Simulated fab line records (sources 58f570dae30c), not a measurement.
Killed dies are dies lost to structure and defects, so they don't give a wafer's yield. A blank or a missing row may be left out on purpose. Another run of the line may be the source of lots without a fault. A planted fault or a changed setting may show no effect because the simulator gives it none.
fab line records | flow berkeley_cmos170 | part 2 of 2: steps 31 to 43 of 43
[record] lots = 5 wafers = 15 last_day = 12
route steps=331 shown ACTIVE@63 PFIELD@79 FIELD@89 SACOX@97 SCREENOX@100 NVT@104
lots with no fault: from the same line, run without faults
start_h: the number of hours between the record's first day and the start of the first shown wafer of the lot | wait_h: hours since the lot's step before | " the same as in the row above | L1.1+2: one row covering several wafers at once | - either no value or no given start | * or withheld: withheld | < > ~ a bound
route shown NAME@n: names a module that has steps shown in the file, with the first one's number in the route | usual: mean/standard deviation taken from wafers without a fault | same: alike in all rows | chamber/n: place in a boat | sites: readings site by site | _std_site: the standard deviation of these | _edge_site: inner sites' mean taken away from outer sites' mean | radius_mm: for every site, how far away it sits from the centre of the wafer | mask NAME#n: copy n | behind: the last tool/chamber to shape the wafer | hold: the reason the lot was held/the length of the hold in hours/how it ended | device: the n, p or np transistor that did not switch | end of line: at the end of the route, the tests of the same wafers | a step given without rows: its recipe and nothing more | killed: at the first sort, the dies lost to defects and structure; wafer yield is something else | map: a wafer's dies, marking killed ones x, the rest . and places with no die _
set.NAME: the setting that was run; set.NAME@STEP: the one run at that earlier step | model.NAME: the simulator's own value behind a step, which no gauge read
lots seen at some steps along the route; tables by step, rows by wafer
services: a tool's chamber out of use, with start hour (start_h, from the record's first day; less than 0 if before it), hours out, and reason
[[steps]]
[step UCB170_FIELD_WET_ETCH_04]
[recipe] chemistry = dHF dilution = 10:1 target = SiO2 temp_c = 25 time_s = 60
// columns lot.wafer tool chamber start_h wait_h
L075.4+5+6 wet_bench-03 1 108.99 0.2
L076.1+2+5 wet_bench-03 1 108.99 0.2
L078.3+5+6 wet_bench-03 1 116.59 0.0
L095.1+3+6 wet_bench-03 3 190.08 0.1
L096.1+3+6 wet_bench-03 3 190.08 0.1
[step UCB170_FIELD_WET_ETCH_05]
[recipe] chemistry = H3PO4 target = Si3N4 temp_c = 160 time_s = 12600
// columns lot.wafer tool chamber start_h wait_h
L075.4+5+6 wet_bench-03 3 109.19 0.2
L076.1+2+5 wet_bench-03 1 109.19 0.2
L078.3+5+6 wet_bench-03 1 116.64 0.0
L095.1+3+6 wet_bench-03 0 190.23 0.1
L096.1+3+6 wet_bench-04 3 191.93 1.8
[step UCB170_FIELD_WET_ETCH_06]
[recipe] chemistry = BOE dilution = 5:1 target = SiO2 temp_c = 25 time_s = 22
// columns lot.wafer tool chamber start_h wait_h
L075.4+5+6 wet_bench-03 1 112.70 0.0
L076.1+2+5 wet_bench-03 3 112.70 0.0
L078.3+5+6 wet_bench-02 0 123.68 0.0
L096.1+3+6 wet_bench-04 0 196.29 0.8
L095.1+3+6 wet_bench-03 2 197.26 0.0
[step UCB170_FIELD_THK_MEAS_90]
[recipe] reads = SiO2_of_FIELD_OXIDATION_01
[usual] FIELD_OXIDE_LEFT_1_THK = 440/8.8
// columns lot.wafer tool chamber start_h wait_h FIELD_OXIDE_LEFT_1_THK[nm]
L075.4 film_metro-04 - 112.88 0.1 448
L075.5 " - " " 434
L075.6 " - " " 433
L076.1 film_metro-04 - 112.91 0.2 438
L076.2 " - " " 426
L076.5 " - " " 438
L078.3 film_metro-04 - 123.71 0.0 431
L078.5 " - " " 425
L078.6 " - " " 438
L096.1 film_metro-03 - 196.30 0.0 455
L096.3 " - " " 450
L096.6 " - " " 451
L095.1 film_metro-03 - 197.27 0.0 436
L095.3 " - " " 436
L095.6 " - " " 446
[step UCB170_SACOX_CLEAN_00]
[recipe] chemistry = dHF dilution = 25:1 time_s = 7.5
// columns lot.wafer tool chamber start_h wait_h
L075.4+5+6 wet_bench-01 2 112.91 0.0
L076.1+2+5 wet_bench-03 2 112.97 0.1
L078.3+5+6 wet_bench-02 1 123.75 0.0
L096.1+3+6 wet_bench-03 1 197.25 0.9
L095.1+3+6 wet_bench-03 2 197.33 0.1
[step UCB170_SACOX_OXIDATION_01]
[recipe] temp_c = 900 ambient = O2 target_thk_a = 144 ox_time_s = 2400
[usual] ox_temp_c_max = 905.6/1.1
// columns lot.wafer tool chamber start_h wait_h ox_temp_c_max
L075.4 furnace-04 0 116.01 3.1 904.3
L075.5 " 0 " " 906.0
L075.6 " 0 " " 904.9
L076.1 furnace-04 0 116.01 3.0 906.7
L076.2 " 0 " " 905.7
L076.5 " 0 " " 905.3
L078.3 furnace-03 0 125.54 1.8 905.7
L078.5 " 0 " " 907.5
L078.6 " 0 " " 905.1
L095.1 furnace-03 0 199.35 2.0 906.3
L095.3 " 0 " " 906.7
L095.6 " 0 " " 905.6
L096.1 furnace-03 0 199.35 2.1 906.3
L096.3 " 0 " " 907.6
L096.6 " 0 " " 904.6
[step UCB170_SACOX_THK_MEAS_02]
[recipe] reads = SiO2_of_SACOX_OXIDATION_01
[usual] SACOX_OXIDE_THK = 14.24/0.24
// columns lot.wafer tool chamber start_h wait_h SACOX_OXIDE_THK[nm]
L076.1 film_metro-04 - 117.74 0.1 14.65
L076.2 " - " " 14.41
L076.5 " - " " 14.83
L075.4 film_metro-02 - 117.77 0.1 14.11
L075.5 " - " " 14.35
L075.6 " - " " 14.12
L078.3 film_metro-02 - 127.22 0.0 14.42
L078.5 " - " " 14.25
L078.6 " - " " 14.41
L095.1 film_metro-02 - 201.02 0.0 13.94
L095.3 " - " " 14.04
L095.6 " - " " 14.05
L096.1 film_metro-01 - 201.02 0.0 14.36
L096.3 " - " " 14.30
L096.6 " - " " 14.26
[step UCB170_SCREENOX_WET_ETCH_00]
[recipe] chemistry = dHF dilution = 25:1 target = SiO2 temp_c = 25 time_s = 200
// columns lot.wafer tool chamber start_h wait_h
L075.4+5+6 wet_bench-04 2 120.87 3.1
L076.1+2+5 wet_bench-04 0 120.87 3.1
L078.3+5+6 wet_bench-03 0 130.47 3.2
L095.1+3+6 wet_bench-03 2 201.08 0.1
L096.1+3+6 wet_bench-03 1 201.08 0.1
[step UCB170_SCREENOX_OXIDATION_01]
[recipe] temp_c = 900 ambient = O2 target_thk_a = 144 ox_time_s = 2400
[usual] ox_temp_c_max = 905.6/0.94
// columns lot.wafer tool chamber start_h wait_h ox_temp_c_max
L075.4 furnace-02 0 120.94 0.0 905.5
L075.5 " 0 " " 906.4
L075.6 " 0 " " 905.4
L076.1 furnace-02 0 120.94 0.0 905.4
L076.2 " 0 " " 903.2
L076.5 " 0 " " 906.1
L078.3 furnace-03 0 131.95 1.4 905.1
L078.5 " 0 " " 905.2
L078.6 " 0 " " 905.8
L095.1 furnace-03 0 205.79 4.6 905.1
L095.3 " 0 " " 906.4
L095.6 " 0 " " 906.8
L096.1 furnace-03 0 205.79 4.6 907.1
L096.3 " 0 " " 905.1
L096.6 " 0 " " 906.3
[step UCB170_SCREENOX_THK_MEAS_02]
[recipe] reads = SiO2_of_SCREENOX_OXIDATION_01
[usual] SCREENOX_OXIDE_THK = 14.18/0.3
// columns lot.wafer tool chamber start_h wait_h SCREENOX_OXIDE_THK[nm]
L075.4 film_metro-04 - 122.69 0.1 14.16
L075.5 " - " " 14.27
L075.6 " - " " 13.99
L076.1 film_metro-04 - 122.72 0.1 14.27
L076.2 " - " " 14.35
L076.5 " - " " 14.43
L078.3 film_metro-02 - 133.64 0.0 13.74
L078.5 " - " " 13.91
L078.6 " - " " 13.74
L095.1 film_metro-03 - 207.46 0.0 14.49
L095.3 " - " " 14.36
L095.6 " - " " 14.29
L096.1 film_metro-04 - 207.46 0.0 13.67
L096.3 " - " " 13.88
L096.6 " - " " 13.90
[step UCB170_SCREENOX_ANNEAL_03]
[recipe] temp_c = 900 time_s = 900 ambient = N2
// columns lot.wafer tool chamber start_h wait_h
L075.4+5+6 furnace-03 0 123.04 0.3
L076.1+2+5 furnace-03 0 123.04 0.3
L078.3+5+6 furnace-01 0 139.38 5.7
L095.1+3+6 furnace-02 0 213.49 6.0
L096.1+3+6 furnace-02 0 213.49 6.0
[step UCB170_NVT_HMDS_00]
[recipe] prime_time_s = 60 prime_temp_c = 100
// columns lot.wafer tool chamber start_h wait_h
L076.1+2+5 litho_track-03 0 124.50 0.2
L075.4+5+6 litho_track-01 0 124.81 0.5
L078.3+5+6 litho_track-03 0 140.68 0.1
L095.1+3+6 litho_track-03 0 214.74 0.0
L096.1+3+6 litho_track-01 0 214.74 0.0
[step UCB170_NVT_COAT_01]
[recipe] resist = KrF spin_rpm = 1500 resist_thk_nm = 900
// columns lot.wafer tool chamber start_h wait_h
L076.1+2+5 litho_track-03 0 124.65 0.1
L075.4+5+6 litho_track-01 0 124.96 0.1
L078.3+5+6 litho_track-03 0 140.83 0.1
L095.1+3+6 litho_track-03 0 214.89 0.1
L096.1+3+6 litho_track-01 0 214.89 0.1
[[services]]
// columns tool chamber start_h hours kind
plasma_asher-03 - 72.26 0.6 repair
rie_diel-02 - 77.16 2.8 pm
furnace-01 - 78.54 4.3 pm
furnace-04 - 86.15 2.8 pm
krf_scanner-02 - 86.92 1.0 pm
krf_scanner-01 - 93.48 0.7 repair
krf_scanner-01 - 105.48 4.4 pm
krf_scanner-01 - 112.50 0.8 pm
implanter-03 - 120.93 4.3 pm
krf_scanner-01 - 123.70 1.3 pm
krf_scanner-02 - 125.07 0.8 pm
rie_diel-03 - 125.42 15.6 pm
krf_scanner-02 - 128.57 1.3 pm
wet_bench-04 - 131.68 1.9 pm
krf_scanner-02 - 135.82 0.5 repair
furnace-01 - 153.49 48.4 repair
plasma_asher-04 - 167.26 5.8 repair
implanter-03 - 167.80 6.3 repair
plasma_asher-01 - 176.79 3.4 repair
furnace-01 - 176.90 47.3 repair
furnace-03 - 201.02 3.5 pm
furnace-04 - 206.87 1.8 pm
rie_diel-02 3 207.45 8.0 repair
plasma_asher-01 - 211.97 2.7 repair
